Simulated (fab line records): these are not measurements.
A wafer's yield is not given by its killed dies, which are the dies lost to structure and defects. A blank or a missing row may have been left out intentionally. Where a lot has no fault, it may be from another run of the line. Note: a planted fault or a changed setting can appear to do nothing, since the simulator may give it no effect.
The tool behind it: which one? | flow berkeley cmos170 | 15 lots, 45 wafers sampled, at 3 steps of a route of 331

WHAT THE GAUGES READ, wafer by wafer
UCB170_GATE_THK_MEAS_05. Usual: GATE_POLY_THK typically reads 214.5 nm, with standard deviation 2.4.
lot  | measured     | on            | GATE_POLY_THK (nm) | flag
L654 | day 6 16:26  | film metro-01 | 208.5 210.4 209.5  |
L657 | day 6 23:09  | film metro-04 | 215.0 215.5 217.7  |
L655 | day 6 23:10  | film metro-01 | 215.3 214.7 215.1  |
L658 | day 7 20:47  | film metro-04 | 217.5 216.9 217.9  |
L660 | day 7 20:47  | film metro-01 | 218.1 217.4 215.1  |
L659 | day 7 20:48  | film metro-02 | 213.5 211.6 212.5  |
L670 | day 9 08:13  | film metro-04 | 215.6 215.5 216.2  |
L669 | day 9 08:16  | film metro-02 | 215.8 217.3 216.1  |
L672 | day 10 09:20 | film metro-02 | 215.5 216.0 216.8  |
L673 | day 10 09:20 | film metro-01 | 213.8 212.9 213.8  |
L671 | day 10 09:21 | film metro-04 | 219.8 218.9 216.5  |
L674 | day 10 20:59 | film metro-02 | 215.8 216.1 215.3  |
L676 | day 10 21:02 | film metro-04 | 218.8 216.6 216.4  |
L675 | day 10 21:02 | film metro-02 | 214.9 214.3 214.7  |
L677 | day 11 05:38 | film metro-04 | 210.6 208.5 210.7  |

UCB170_NLDD_OVL_MEAS_07. Usual: NLDD_OVL typically reads 1 nm, with standard deviation 6.9.
lot  | measured     | on         | NLDD_OVL (nm) | flag
L654 | day 6 22:07  | overlay-01 | -12 -9 -9     |
L657 | day 7 07:28  | overlay-01 | -7 -5 -5      |
L655 | day 7 07:11  | overlay-02 | 6 6 6         |
L658 | day 8 02:26  | overlay-01 | 2 7 6         |
L660 | day 8 01:59  | overlay-01 | 17 9 10       |
L659 | day 8 02:16  | overlay-02 | 11 8 8        |
L670 | day 9 15:08  | overlay-02 | -1 -1 1       |
L669 | day 9 16:41  | overlay-01 | 3 6 9         |
L672 | day 10 14:56 | overlay-01 | -9 -8 -8      |
L673 | day 10 15:14 | overlay-02 | 4 10 5        |
L671 | day 10 14:44 | overlay-01 | 1 -3 1        |
L674 | day 11 03:49 | overlay-01 | 1 7 8         |
L676 | day 11 04:38 | overlay-01 | 4 7 6         |
L675 | day 11 04:42 | overlay-01 | 3 7 -2        |
L677 | day 11 10:56 | overlay-02 | -1 -1 -3      |

EACH LOT AND THE TOOL THAT RAN IT (in order: tool; ch and the chambers of the sampled wafers; start)
lot  | UCB170_GATE_STRIP_16
L654 | plasma asher-01 ch 0,1, day 6 17:53
L657 | plasma asher-02 ch 0,1, day 7 00:40
L655 | plasma asher-01 ch 1, day 7 00:54
L658 | plasma asher-02 ch 0, day 7 22:22
L660 | plasma asher-04 ch 0,1, day 7 22:03
L659 | plasma asher-01 ch 0,1, day 7 22:10
L670 | plasma asher-02 ch 0,1, day 9 09:47
L669 | plasma asher-01 ch 0,1, day 9 10:17
L672 | plasma asher-01 ch 0,1, day 10 10:49
L673 | plasma asher-02 ch 0,1, day 10 10:53
L671 | plasma asher-04 ch 0,1, day 10 10:37
L674 | plasma asher-02 ch 0,1, day 10 22:37
L676 | plasma asher-01 ch 0, day 10 22:41
L675 | plasma asher-02 ch 0,1, day 10 22:44
L677 | plasma asher-01 ch 0, day 11 06:55
- UCB170_GATE_STRIP_16: strips in O2.

WHAT THE TOOLS THEMSELVES READ (means of the sampled wafers that have a number; where no wafer has one, the mark that the record gives instead)
UCB170_GATE_STRIP_16. Usual: drypump motor current A 5.8 A, standard deviation 0.41; o2 flow sccm 399.9 sccm, standard deviation 1.2; oes product au 0.724 a.u., standard deviation 0.0048.
lot  | tool            | drypump motor current A (A) | o2 flow sccm (sccm) | oes product au (a.u.) | flag
L654 | plasma asher-01 | 5.8                         | 399.3               | 0.725                 |
L657 | plasma asher-02 | 5.8                         | 399.9               | 0.722                 |
L655 | plasma asher-01 | 5.9                         | 401.0               | 0.727                 |
L658 | plasma asher-02 | 6.3                         | 400.1               | 0.722                 |
L660 | plasma asher-04 | 6.1                         | 401.5               | 0.728                 |
L659 | plasma asher-01 | 5.7                         | 398.5               | 0.727                 |
L670 | plasma asher-02 | 5.8                         | 400.8               | 0.721                 |
L669 | plasma asher-01 | 5.8                         | 400.2               | 0.725                 |
L672 | plasma asher-01 | 5.7                         | 399.7               | 0.727                 |
L673 | plasma asher-02 | 5.4                         | 400.1               | 0.722                 |
L671 | plasma asher-04 | 6.1                         | 400.5               | 0.724                 |
L674 | plasma asher-02 | 5.8                         | 401.2               | 0.725                 |
L676 | plasma asher-01 | 5.6                         | 400.7               | 0.722                 |
L675 | plasma asher-02 | 5.8                         | 399.3               | 0.719                 |
L677 | plasma asher-01 | 5.6                         | 398.6               | 0.729                 |

THE ANSWER, worked out from the rows above alone
Rule: lot off if the mean of its wafers having a number is beyond 3 standard deviations from the usual mean. Also off: a lot with no number at a reading for which 4 or more lots have one. The other lots that the step has rows for count as sound. First the gauges in route order, then the tools' own readings, where a lot's mean is used as printed above. At the first step where some lot is off, the reading lying furthest off is the one used; lots without a number count as furthest.
No lot is off at any reading shown: from this, nothing can be told.

WHAT THE SIMULATOR HAD PUT IN
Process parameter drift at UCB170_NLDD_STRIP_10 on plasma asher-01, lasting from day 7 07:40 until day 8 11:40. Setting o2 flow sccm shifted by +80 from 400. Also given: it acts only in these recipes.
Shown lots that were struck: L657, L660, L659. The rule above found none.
